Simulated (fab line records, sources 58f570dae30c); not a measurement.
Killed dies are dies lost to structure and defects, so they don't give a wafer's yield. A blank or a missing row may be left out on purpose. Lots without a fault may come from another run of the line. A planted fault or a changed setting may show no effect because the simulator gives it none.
Split-lot experiment | flow berkeley_cmos170 | 5 lots, 23 wafers read, on a route of 331 steps

THE SPLIT
At UCB170_CONTACT_CVD_01 (deposits PSG from SiH4/O2/PH3, target thk 700 nm, time 2820 s), the setting pressure_mtorr was moved away from the recipe's 300 mTorr on 20 of the 23 wafers read, by -11.9% to +9.4%. The other wafers ran this setting at the recipe's value.

The file shows no step between the split and the reading.

THE READING
CONTACT_PSG_THK, in nm, at UCB170_CONTACT_THK_MEAS_02. Fault-free wafers of this fab line usually give 700 nm, standard deviation 5.3 nm.

wafer  | tool, chamber at the split | pressure_mtorr as run, mTorr | against the recipe | CONTACT_PSG_THK, nm | against lot-mates on the recipe
L076.2 | lpcvd-01, 1                | 300                          | recipe             | 703                 | -
L076.4 | lpcvd-01, 1                | 300                          | recipe             | 697                 | -
L076.6 | lpcvd-01, 1                | 300                          | recipe             | 707                 | -
L080.1 | -, -                       | 264.4                        | -11.9%             | 658                 | no lot-mate on the recipe
L080.2 | -, -                       | 264.4                        | -11.9%             | 661                 | no lot-mate on the recipe
L080.3 | -, -                       | 264.4                        | -11.9%             | 661                 | no lot-mate on the recipe
L080.4 | -, -                       | 264.4                        | -11.9%             | 655                 | no lot-mate on the recipe
L080.6 | -, -                       | 264.4                        | -11.9%             | 654                 | no lot-mate on the recipe
L081.1 | -, -                       | 314.4                        | +4.8%              | 711                 | no lot-mate on the recipe
L081.3 | -, -                       | 314.4                        | +4.8%              | 710                 | no lot-mate on the recipe
L081.4 | -, -                       | 314.4                        | +4.8%              | 709                 | no lot-mate on the recipe
L081.5 | -, -                       | 314.4                        | +4.8%              | 715                 | no lot-mate on the recipe
L081.6 | -, -                       | 314.4                        | +4.8%              | 717                 | no lot-mate on the recipe
L082.1 | -, -                       | 328.3                        | +9.4%              | 735                 | no lot-mate on the recipe
L082.2 | -, -                       | 328.3                        | +9.4%              | 744                 | no lot-mate on the recipe
L082.4 | -, -                       | 328.3                        | +9.4%              | 739                 | no lot-mate on the recipe
L082.5 | -, -                       | 328.3                        | +9.4%              | 743                 | no lot-mate on the recipe
L082.6 | -, -                       | 328.3                        | +9.4%              | 739                 | no lot-mate on the recipe
L083.1 | -, -                       | 279.7                        | -6.8%              | 672                 | no lot-mate on the recipe
L083.2 | -, -                       | 279.7                        | -6.8%              | 670                 | no lot-mate on the recipe
L083.3 | -, -                       | 279.7                        | -6.8%              | 675                 | no lot-mate on the recipe
L083.5 | -, -                       | 279.7                        | -6.8%              | 677                 | no lot-mate on the recipe
L083.6 | -, -                       | 279.7                        | -6.8%              | 677                 | no lot-mate on the recipe

THE FIT
A straight line over all 23 wafers: CONTACT_PSG_THK changes by +3.73 nm for each +1% of pressure_mtorr; r = +0.99; the points scatter about the line by 5 nm.
Too few moved wafers have a lot-mate on the recipe to fit a line with each lot's own level taken away.

THE WHOLE CHAIN: every reading that the file lists as answering this split, in the file's order
step                       | what it does                                                               | reading                                                                       | change (the file's fit)              | r (the file's)
UCB170_CONTACT_CVD_01      | deposits PSG from SiH4/O2/PH3, target thk 700 nm, time 2820 s              | PSG_of_CONTACT_CVD_01.thk_nm (the simulator's own value, which no gauge read) | +3.74 nm for each +1% of the setting | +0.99
UCB170_CONTACT_THK_MEAS_02 |                                                                            | CONTACT_PSG_THK                                                               | +3.75 for each +1% of the setting    | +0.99
UCB170_CONTACT_ETCH_18     | etches PSG in CHF3/CF4/Ar, stops on TiSi2, target depth 840 nm, time 195 s | etch.depth_nm (the simulator's own value, which no gauge read)                | +3.69 nm for each +1% of the setting | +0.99
UCB170_CONTACT_ETCH_18     | etches PSG in CHF3/CF4/Ar, stops on TiSi2, target depth 840 nm, time 195 s | CONTACT.feature_depth_nm (the simulator's own value, which no gauge read)     | +3.74 nm for each +1% of the setting | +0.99

THE FILE'S OWN FIT
CONTACT_PSG_THK changes by +3.75 nm for each +1% of pressure_mtorr, r = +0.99.
